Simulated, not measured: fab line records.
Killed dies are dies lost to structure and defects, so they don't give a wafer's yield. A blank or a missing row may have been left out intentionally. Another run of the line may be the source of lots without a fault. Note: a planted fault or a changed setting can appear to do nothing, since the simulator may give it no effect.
fab line records / flow rit_cmos
[record] lots = 14 wafers = 42 last_day = 7
route steps=202 shown PLDD@122 M1@202
lots that met no fault: from a run of the same line without faults
start_h: the number of hours between the record's first day and the start of the first shown wafer of the lot / wait_h: hours from the lot's prior step to this one / " as in the row above / L1.1+2: a row that stands for several wafers / - no value present, or no start provided / * or withheld: withheld / < > ~ a bound
route shown NAME@n: a module of which the file shows steps, and the number in the route of the first / usual: mean/standard deviation of fault-free wafers / same: alike in all rows / chamber/n: place in a boat / sites: the reading at each site / _std_site: the standard deviation of these / _edge_site: mean of outer sites minus mean of inner sites / radius_mm: for every site, how far away it sits from the centre of the wafer / mask NAME#n: copy n / behind: the tool/chamber that last shaped the wafer / hold: why the lot went on hold/how many hours it stayed there/how the hold came to an end / device: the n, p or np transistor that did not switch / end of line: at the end of the route, the tests of the same wafers / where a step has no rows: the recipe by itself / killed: at the first sort, the dies lost to defects and structure; wafer yield is something else / map: shows each die of a wafer: x if killed, . if not, _ if none is there
set.NAME: the setting that was run; set.NAME@STEP: the one run at that earlier step / model.NAME: the simulator's own value behind a step, which no gauge read
the route's steps for a sample of lots (tables are steps, rows are wafers)
services: the hour from which a tool's chamber was out of use, counted from the record's first day as start_h (under 0 if before that day), plus the number of hours and why
[[steps]]
[step RIT_PLDD_IMPLANT_08]
[recipe] species = BF2 energy_kev = 20 dose_cm2 = 9e+14 tilt_deg = 7
[usual] beam_energy_keV = 20.000/0.0057
lot.wafer=L796.2 tool=implanter-01 chamber=0 start_h=53.52 wait_h=0.1 beam_energy_keV=19.996
lot.wafer=L796.5 tool=implanter-01 chamber=0 start_h=53.52 wait_h=0.1 beam_energy_keV=20.004
lot.wafer=L796.6 tool=implanter-01 chamber=0 start_h=53.52 wait_h=0.1 beam_energy_keV=20.009
lot.wafer=L799.2 tool=implanter-03 chamber=0 start_h=66.86 wait_h=0.1 beam_energy_keV=20.007
lot.wafer=L799.3 tool=implanter-03 chamber=0 start_h=66.86 wait_h=0.1 beam_energy_keV=20.001
lot.wafer=L799.5 tool=implanter-03 chamber=0 start_h=66.86 wait_h=0.1 beam_energy_keV=19.994
lot.wafer=L800.1 tool=implanter-01 chamber=0 start_h=70.05 wait_h=0.1 beam_energy_keV=20.005
lot.wafer=L800.2 tool=implanter-01 chamber=0 start_h=70.05 wait_h=0.1 beam_energy_keV=19.993
lot.wafer=L800.5 tool=implanter-01 chamber=0 start_h=70.05 wait_h=0.1 beam_energy_keV=19.995
lot.wafer=L802.3 tool=implanter-04 chamber=0 start_h=76.72 wait_h=0.1 beam_energy_keV=19.999
lot.wafer=L802.4 tool=implanter-04 chamber=0 start_h=76.72 wait_h=0.1 beam_energy_keV=19.998
lot.wafer=L802.5 tool=implanter-04 chamber=0 start_h=76.72 wait_h=0.1 beam_energy_keV=19.999
lot.wafer=L803.3 tool=implanter-01 chamber=0 start_h=80.80 wait_h=0.1 beam_energy_keV=20.005
lot.wafer=L803.5 tool=implanter-01 chamber=0 start_h=80.80 wait_h=0.1 beam_energy_keV=19.993
lot.wafer=L803.6 tool=implanter-01 chamber=0 start_h=80.80 wait_h=0.1 beam_energy_keV=19.995
lot.wafer=L804.1 tool=implanter-04 chamber=0 start_h=89.25 wait_h=0.1 beam_energy_keV=20.009
lot.wafer=L804.2 tool=implanter-04 chamber=0 start_h=89.25 wait_h=0.1 beam_energy_keV=20.000
lot.wafer=L804.6 tool=implanter-04 chamber=0 start_h=89.25 wait_h=0.1 beam_energy_keV=19.993
lot.wafer=L808.1 tool=implanter-03 chamber=0 start_h=120.18 wait_h=0.1 beam_energy_keV=20.002
lot.wafer=L808.2 tool=implanter-03 chamber=0 start_h=120.18 wait_h=0.1 beam_energy_keV=20.005
lot.wafer=L808.6 tool=implanter-03 chamber=0 start_h=120.18 wait_h=0.1 beam_energy_keV=19.999
lot.wafer=L810.1 tool=implanter-03 chamber=0 start_h=126.45 wait_h=0.1 beam_energy_keV=19.996
lot.wafer=L810.2 tool=implanter-03 chamber=0 start_h=126.45 wait_h=0.1 beam_energy_keV=20.003
lot.wafer=L810.6 tool=implanter-03 chamber=0 start_h=126.45 wait_h=0.1 beam_energy_keV=20.008
lot.wafer=L812.2 tool=implanter-01 chamber=0 start_h=136.69 wait_h=0.1 beam_energy_keV=20.008
lot.wafer=L812.4 tool=implanter-01 chamber=0 start_h=136.69 wait_h=0.1 beam_energy_keV=20.016
lot.wafer=L812.6 tool=implanter-01 chamber=0 start_h=136.69 wait_h=0.1 beam_energy_keV=20.000
lot.wafer=L813.3 tool=implanter-04 chamber=0 start_h=144.16 wait_h=0.1 beam_energy_keV=19.998
lot.wafer=L813.4 tool=implanter-04 chamber=0 start_h=144.16 wait_h=0.1 beam_energy_keV=20.000
lot.wafer=L813.6 tool=implanter-04 chamber=0 start_h=144.16 wait_h=0.1 beam_energy_keV=20.001
lot.wafer=L814.3 tool=implanter-01 chamber=0 start_h=144.41 wait_h=0.1 beam_energy_keV=19.992
lot.wafer=L814.4 tool=implanter-01 chamber=0 start_h=144.41 wait_h=0.1 beam_energy_keV=19.991
lot.wafer=L814.5 tool=implanter-01 chamber=0 start_h=144.41 wait_h=0.1 beam_energy_keV=20.005
lot.wafer=L816.2 tool=implanter-03 chamber=0 start_h=149.06 wait_h=0.1 beam_energy_keV=13.997
lot.wafer=L816.3 tool=implanter-03 chamber=0 start_h=149.06 wait_h=0.1 beam_energy_keV=13.998
lot.wafer=L816.5 tool=implanter-03 chamber=0 start_h=149.06 wait_h=0.1 beam_energy_keV=13.995
lot.wafer=L815.1 tool=implanter-01 chamber=0 start_h=149.12 wait_h=0.1 beam_energy_keV=20.001
lot.wafer=L815.3 tool=implanter-01 chamber=0 start_h=149.12 wait_h=0.1 beam_energy_keV=20.005
lot.wafer=L815.5 tool=implanter-01 chamber=0 start_h=149.12 wait_h=0.1 beam_energy_keV=20.009
lot.wafer=L818.1 tool=implanter-03 chamber=0 start_h=161.71 wait_h=0.1 beam_energy_keV=13.999
lot.wafer=L818.3 tool=implanter-03 chamber=0 start_h=161.71 wait_h=0.1 beam_energy_keV=14.003
lot.wafer=L818.4 tool=implanter-03 chamber=0 start_h=161.71 wait_h=0.1 beam_energy_keV=14.002
[step RIT_PLDD_TW_MEAS_10]
[usual] PLDD_TW = 2361/15
lot.wafer=L796.2 tool=film_metro-02 chamber=- start_h=53.83 wait_h=0.1 PLDD_TW=2369
lot.wafer=L796.5 tool=film_metro-02 chamber=- start_h=53.83 wait_h=0.1 PLDD_TW=2360
lot.wafer=L796.6 tool=film_metro-02 chamber=- start_h=53.83 wait_h=0.1 PLDD_TW=2366
lot.wafer=L799.2 tool=film_metro-02 chamber=- start_h=67.17 wait_h=0.1 PLDD_TW=2359
lot.wafer=L799.3 tool=film_metro-02 chamber=- start_h=67.17 wait_h=0.1 PLDD_TW=2352
lot.wafer=L799.5 tool=film_metro-02 chamber=- start_h=67.17 wait_h=0.1 PLDD_TW=2370
lot.wafer=L800.1 tool=film_metro-03 chamber=- start_h=70.38 wait_h=0.1 PLDD_TW=2376
lot.wafer=L800.2 tool=film_metro-03 chamber=- start_h=70.38 wait_h=0.1 PLDD_TW=2367
lot.wafer=L800.5 tool=film_metro-03 chamber=- start_h=70.38 wait_h=0.1 PLDD_TW=2375
lot.wafer=L802.3 tool=film_metro-04 chamber=- start_h=77.02 wait_h=0.1 PLDD_TW=2365
lot.wafer=L802.4 tool=film_metro-04 chamber=- start_h=77.02 wait_h=0.1 PLDD_TW=2367
lot.wafer=L802.5 tool=film_metro-04 chamber=- start_h=77.02 wait_h=0.1 PLDD_TW=2366
lot.wafer=L803.3 tool=film_metro-04 chamber=- start_h=81.10 wait_h=0.1 PLDD_TW=2366
lot.wafer=L803.5 tool=film_metro-04 chamber=- start_h=81.10 wait_h=0.1 PLDD_TW=2351
lot.wafer=L803.6 tool=film_metro-04 chamber=- start_h=81.10 wait_h=0.1 PLDD_TW=2369
lot.wafer=L804.1 tool=film_metro-02 chamber=- start_h=89.57 wait_h=0.1 PLDD_TW=2367
lot.wafer=L804.2 tool=film_metro-02 chamber=- start_h=89.57 wait_h=0.1 PLDD_TW=2369
lot.wafer=L804.6 tool=film_metro-02 chamber=- start_h=89.57 wait_h=0.1 PLDD_TW=2357
lot.wafer=L808.1 tool=film_metro-02 chamber=- start_h=120.50 wait_h=0.1 PLDD_TW=2376
lot.wafer=L808.2 tool=film_metro-02 chamber=- start_h=120.50 wait_h=0.1 PLDD_TW=2351
lot.wafer=L808.6 tool=film_metro-02 chamber=- start_h=120.50 wait_h=0.1 PLDD_TW=2352
lot.wafer=L810.1 tool=film_metro-02 chamber=- start_h=126.77 wait_h=0.1 PLDD_TW=2347
lot.wafer=L810.2 tool=film_metro-02 chamber=- start_h=126.77 wait_h=0.1 PLDD_TW=2347
lot.wafer=L810.6 tool=film_metro-02 chamber=- start_h=126.77 wait_h=0.1 PLDD_TW=2351
lot.wafer=L812.2 tool=film_metro-04 chamber=- start_h=137.00 wait_h=0.1 PLDD_TW=2344
lot.wafer=L812.4 tool=film_metro-04 chamber=- start_h=137.00 wait_h=0.1 PLDD_TW=2352
lot.wafer=L812.6 tool=film_metro-04 chamber=- start_h=137.00 wait_h=0.1 PLDD_TW=2355
lot.wafer=L813.3 tool=film_metro-03 chamber=- start_h=144.45 wait_h=0.1 PLDD_TW=2379
lot.wafer=L813.4 tool=film_metro-03 chamber=- start_h=144.45 wait_h=0.1 PLDD_TW=2384
lot.wafer=L813.6 tool=film_metro-03 chamber=- start_h=144.45 wait_h=0.1 PLDD_TW=2391
lot.wafer=L814.3 tool=film_metro-04 chamber=- start_h=144.71 wait_h=0.1 PLDD_TW=2338
lot.wafer=L814.4 tool=film_metro-04 chamber=- start_h=144.71 wait_h=0.1 PLDD_TW=2347
lot.wafer=L814.5 tool=film_metro-04 chamber=- start_h=144.71 wait_h=0.1 PLDD_TW=2343
lot.wafer=L816.2 tool=film_metro-03 chamber=- start_h=149.37 wait_h=0.1 PLDD_TW=2136
lot.wafer=L816.3 tool=film_metro-03 chamber=- start_h=149.37 wait_h=0.1 PLDD_TW=2144
lot.wafer=L816.5 tool=film_metro-03 chamber=- start_h=149.37 wait_h=0.1 PLDD_TW=2165
lot.wafer=L815.1 tool=film_metro-02 chamber=- start_h=149.44 wait_h=0.1 PLDD_TW=2374
lot.wafer=L815.3 tool=film_metro-02 chamber=- start_h=149.44 wait_h=0.1 PLDD_TW=2369
lot.wafer=L815.5 tool=film_metro-02 chamber=- start_h=149.44 wait_h=0.1 PLDD_TW=2372
lot.wafer=L818.1 tool=film_metro-03 chamber=- start_h=162.03 wait_h=0.1 PLDD_TW=2156
lot.wafer=L818.3 tool=film_metro-03 chamber=- start_h=162.03 wait_h=0.1 PLDD_TW=2146
lot.wafer=L818.4 tool=film_metro-03 chamber=- start_h=162.03 wait_h=0.1 PLDD_TW=2162
[step RIT_SDANNEAL_RS_MEAS_06]
[recipe] thk_meas_gauge = four-point-probe
[usual] PLDD_RS = 178.8/0.47
lot.wafer=L796.2 tool=film_metro-04 chamber=- start_h=60.19 wait_h=0.1 PLDD_RS[ohm/sq]=178.5
lot.wafer=L796.5 tool=film_metro-04 chamber=- start_h=60.19 wait_h=0.1 PLDD_RS[ohm/sq]=178.2
lot.wafer=L796.6 tool=film_metro-04 chamber=- start_h=60.19 wait_h=0.1 PLDD_RS[ohm/sq]=178.9
lot.wafer=L799.2 tool=film_metro-02 chamber=- start_h=73.36 wait_h=0.1 PLDD_RS[ohm/sq]=179.0
lot.wafer=L799.3 tool=film_metro-02 chamber=- start_h=73.36 wait_h=0.1 PLDD_RS[ohm/sq]=178.5
lot.wafer=L799.5 tool=film_metro-02 chamber=- start_h=73.36 wait_h=0.1 PLDD_RS[ohm/sq]=179.3
lot.wafer=L800.1 tool=film_metro-03 chamber=- start_h=76.74 wait_h=0.1 PLDD_RS[ohm/sq]=178.1
lot.wafer=L800.2 tool=film_metro-03 chamber=- start_h=76.74 wait_h=0.1 PLDD_RS[ohm/sq]=178.4
lot.wafer=L800.5 tool=film_metro-03 chamber=- start_h=76.74 wait_h=0.1 PLDD_RS[ohm/sq]=178.0
lot.wafer=L802.3 tool=film_metro-02 chamber=- start_h=83.49 wait_h=0.1 PLDD_RS[ohm/sq]=178.7
lot.wafer=L802.4 tool=film_metro-02 chamber=- start_h=83.49 wait_h=0.1 PLDD_RS[ohm/sq]=178.6
lot.wafer=L802.5 tool=film_metro-02 chamber=- start_h=83.49 wait_h=0.1 PLDD_RS[ohm/sq]=178.9
lot.wafer=L803.3 tool=film_metro-03 chamber=- start_h=87.56 wait_h=0.1 PLDD_RS[ohm/sq]=178.6
lot.wafer=L803.5 tool=film_metro-03 chamber=- start_h=87.56 wait_h=0.1 PLDD_RS[ohm/sq]=178.8
lot.wafer=L803.6 tool=film_metro-03 chamber=- start_h=87.56 wait_h=0.1 PLDD_RS[ohm/sq]=178.4
lot.wafer=L804.1 tool=film_metro-04 chamber=- start_h=95.97 wait_h=0.1 PLDD_RS[ohm/sq]=178.5
lot.wafer=L804.2 tool=film_metro-04 chamber=- start_h=95.97 wait_h=0.1 PLDD_RS[ohm/sq]=178.8
lot.wafer=L804.6 tool=film_metro-04 chamber=- start_h=95.97 wait_h=0.1 PLDD_RS[ohm/sq]=178.8
lot.wafer=L808.1 tool=film_metro-03 chamber=- start_h=127.01 wait_h=0.1 PLDD_RS[ohm/sq]=178.7
lot.wafer=L808.2 tool=film_metro-03 chamber=- start_h=127.01 wait_h=0.1 PLDD_RS[ohm/sq]=178.7
lot.wafer=L808.6 tool=film_metro-03 chamber=- start_h=127.01 wait_h=0.1 PLDD_RS[ohm/sq]=178.2
lot.wafer=L810.1 tool=film_metro-03 chamber=- start_h=133.14 wait_h=0.1 PLDD_RS[ohm/sq]=178.6
lot.wafer=L810.2 tool=film_metro-03 chamber=- start_h=133.14 wait_h=0.1 PLDD_RS[ohm/sq]=178.3
lot.wafer=L810.6 tool=film_metro-03 chamber=- start_h=133.14 wait_h=0.1 PLDD_RS[ohm/sq]=178.4
lot.wafer=L812.2 tool=film_metro-02 chamber=- start_h=143.53 wait_h=0.1 PLDD_RS[ohm/sq]=179.0
lot.wafer=L812.4 tool=film_metro-02 chamber=- start_h=143.53 wait_h=0.1 PLDD_RS[ohm/sq]=178.9
lot.wafer=L812.6 tool=film_metro-02 chamber=- start_h=143.53 wait_h=0.1 PLDD_RS[ohm/sq]=178.9
lot.wafer=L813.3 tool=film_metro-04 chamber=- start_h=151.04 wait_h=0.1 PLDD_RS[ohm/sq]=179.1
lot.wafer=L813.4 tool=film_metro-04 chamber=- start_h=151.04 wait_h=0.1 PLDD_RS[ohm/sq]=179.0
lot.wafer=L813.6 tool=film_metro-04 chamber=- start_h=151.04 wait_h=0.1 PLDD_RS[ohm/sq]=178.9
lot.wafer=L814.3 tool=film_metro-02 chamber=- start_h=151.47 wait_h=0.1 PLDD_RS[ohm/sq]=179.0
lot.wafer=L814.4 tool=film_metro-02 chamber=- start_h=151.47 wait_h=0.1 PLDD_RS[ohm/sq]=179.5
lot.wafer=L814.5 tool=film_metro-02 chamber=- start_h=151.47 wait_h=0.1 PLDD_RS[ohm/sq]=179.0
lot.wafer=L816.2 tool=film_metro-03 chamber=- start_h=156.04 wait_h=0.1 PLDD_RS[ohm/sq]=202.8
lot.wafer=L816.3 tool=film_metro-03 chamber=- start_h=156.04 wait_h=0.1 PLDD_RS[ohm/sq]=202.6
lot.wafer=L816.5 tool=film_metro-03 chamber=- start_h=156.04 wait_h=0.1 PLDD_RS[ohm/sq]=203.0
lot.wafer=L815.1 tool=film_metro-02 chamber=- start_h=156.18 wait_h=0.1 PLDD_RS[ohm/sq]=178.9
lot.wafer=L815.3 tool=film_metro-02 chamber=- start_h=156.18 wait_h=0.1 PLDD_RS[ohm/sq]=178.8
lot.wafer=L815.5 tool=film_metro-02 chamber=- start_h=156.18 wait_h=0.1 PLDD_RS[ohm/sq]=179.7
lot.wafer=L818.1 tool=film_metro-02 chamber=- start_h=168.46 wait_h=0.1 PLDD_RS[ohm/sq]=203.1
lot.wafer=L818.3 tool=film_metro-02 chamber=- start_h=168.46 wait_h=0.1 PLDD_RS[ohm/sq]=202.9
lot.wafer=L818.4 tool=film_metro-02 chamber=- start_h=168.46 wait_h=0.1 PLDD_RS[ohm/sq]=203.5
[step RIT_M1_PROBE_99]
[usual] killed_at_contacts = 0.1/0.25 killed_at_front_end = 7/3.2 killed_dies = 7/3.2 killed_open = 3.5/2.2 killed_short = 3.6/2.1
[same] gross_dies = 264 killed_at_M0_to_M3 = 0 killed_at_M4_up = 0 killed_at_back_side = 0 killed_at_other = 0
lot.wafer=L813.3 tool=prober-01 chamber=- start_h=158.51 wait_h=0.2 killed_at_contacts=0 killed_at_front_end=5 killed_dies=5 killed_open=2 killed_short=3
lot.wafer=L813.4 tool=prober-01 chamber=- start_h=158.56 wait_h=0.2 killed_at_contacts=0 killed_at_front_end=6 killed_dies=6 killed_open=2 killed_short=4
lot.wafer=L813.6 tool=prober-01 chamber=- start_h=158.66 wait_h=0.2 killed_at_contacts=1 killed_at_front_end=3 killed_dies=4 killed_open=1 killed_short=3
// killed by level:class
L813.3 ACTIVE:geometric_particle:short=1 GATE:geometric_particle:open=1 SPACER:geometric_particle:open=1 SPACER:geometric_particle:short=1 SILICIDE:geometric_particle:short=1
L813.4 GATE:geometric_particle:short=2 GATE:geometric_particle:open=1 REOX:geometric_particle:short=1 SPACER:geometric_particle:short=1 SPACER:geometric_particle:open=1
L813.6 FOX2:geometric_particle:short=1 GATE:geometric_particle:open=1 SPACER:geometric_particle:short=1 CONTACT:geometric_particle:short=1
[[services]]
tool=implanter-03 chamber=- start_h=50.85 hours=3.1 kind=repair
tool=implanter-03 chamber=- start_h=51.98 hours=1.2 kind=repair
tool=implanter-01 chamber=- start_h=66.67 hours=3.3 kind=pm
tool=implanter-03 chamber=- start_h=67.06 hours=5.6 kind=pm
tool=implanter-04 chamber=- start_h=69.98 hours=3.8 kind=pm
tool=implanter-01 chamber=- start_h=92.11 hours=1.5 kind=repair
tool=implanter-01 chamber=- start_h=98.33 hours=10.6 kind=repair
tool=implanter-03 chamber=- start_h=106.03 hours=3.0 kind=repair
tool=implanter-01 chamber=- start_h=124.51 hours=4.6 kind=pm
tool=implanter-03 chamber=- start_h=128.25 hours=2.3 kind=repair
tool=implanter-04 chamber=- start_h=154.48 hours=1.6 kind=repair
[[key]]
[first_sign] step = RIT_PLDD_IMPLANT_08 reading = beam_energy_keV direction = down sigmas = 99+ usual = 20.000 struck = 13.999
[effect] step = RIT_PLDD_TW_MEAS_10 reading = PLDD_TW direction = down sigmas = 14 usual = 2361 struck = 2151
[effect] step = RIT_SDANNEAL_RS_MEAS_06 reading = PLDD_RS direction = up sigmas = 51 usual = 178.8 struck = 203.0
met_at RIT_PLDD_IMPLANT_08
struck_lots L816,L818
tester_left_out L816,L818
onset_between 126.45 149.06
[fault] kind = process_parameter_drift tool = implanter-03 chamber = - onset_h = 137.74 steps = RIT_PLDD_IMPLANT_08 channel = energy_kev offset = -6 shape = step end_h = 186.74 acts_in = these_recipes_only stated = 20
// tester_left_out: of these lots the tester's yield and bins aren't shown, on N5 and GAA mostly nor the transistor test; their killed dies are dies lost to structure and defects alone, not to doping, threshold or leakage, so they don't give the yield
